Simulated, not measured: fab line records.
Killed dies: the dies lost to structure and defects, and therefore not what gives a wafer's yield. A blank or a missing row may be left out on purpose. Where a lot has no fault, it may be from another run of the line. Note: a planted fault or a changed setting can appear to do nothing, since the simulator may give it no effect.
Code-filled problem report in 8D (eight disciplines) form	flow berkeley-cmos170	the parts of the form that need people (team, actions taken, sign-off) are left out

1. WHAT IS WRONG
beam-energy-keV at UCB170_PWELL_IMPLANT_15 reads a mean of 54.663 on 6 wafers of 2 lots; wafers without a fault read 60.003 with a standard deviation of 0.018. So: -99 or more standard deviations from the usual mean.
First observed at day 6 00:23: wafer L795.1, on implanter-01. The record has a number at this step for 42 wafers belonging to 14 lots. Rule for "out" (also "out of limits"): further than 4 standard deviations from the usual mean. All remaining wafers that have a number are taken as sound.

2. WHAT THIS IS AND IS NOT
question	is	is not
which readings at this step	beam-energy-keV	-
which lots	L795, L797	L781, L783, L784, L786, L789, L790, L791, L793, L796, L802, L803, L804
which wafers of those lots	all that have a number	-
read on which tools	implanter-01	implanter-02, implanter-04
when	from day 6 00:23	up to then (24 sound wafers); but 12 sound wafers of L796, L802, L803, L804 came after

3. WHAT RULES OUT EACH SUSPECT
Counting: any tool at a process step up to the reading is kept as a suspect provided that every lot that is out went through it and no sound lot did after the first of them.
- implanter-01 at UCB170_PWELL_IMPLANT_15: kept. It processed each lot that is out, first L795 at day 6 00:23, and no sound lot thereafter; up to then, the last sound lot it processed was L791 at day 5 08:17. Its own beam-energy-keV readings are out on those wafers.
Left after counting: implanter-01 at UCB170_PWELL_IMPLANT_15.

4. THE CAUSE (what the simulator had put in)
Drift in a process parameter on implanter-01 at UCB170_PWELL_IMPLANT_15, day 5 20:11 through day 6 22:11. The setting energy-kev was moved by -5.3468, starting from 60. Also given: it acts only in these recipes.
Counting left only this tool.

5. THE CHAIN OF EFFECTS, in route order
Each row: a reading where the mean over the struck wafers with a number is more than 3 standard deviations away from the usual. Only readings for which the record gives a usual standard deviation are gone through. hours: the time from each lot's start at the first step in this table that gives one to its start at this step, as a median over the lots. sigmas: the change in usual standard deviations.
hours	step	reading	usual	on struck wafers	change	sigmas
0	UCB170_PWELL_IMPLANT_15	beam-energy-keV	60.003	54.663	-5.340	-99 or more
The process steps in it:
- UCB170_PWELL_IMPLANT_15

6. HOW IT WOULD HAVE BEEN CAUGHT EARLIER
The fault began at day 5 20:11; the first out-of-limits reading in this record came at day 6 00:23, 4 hours later.
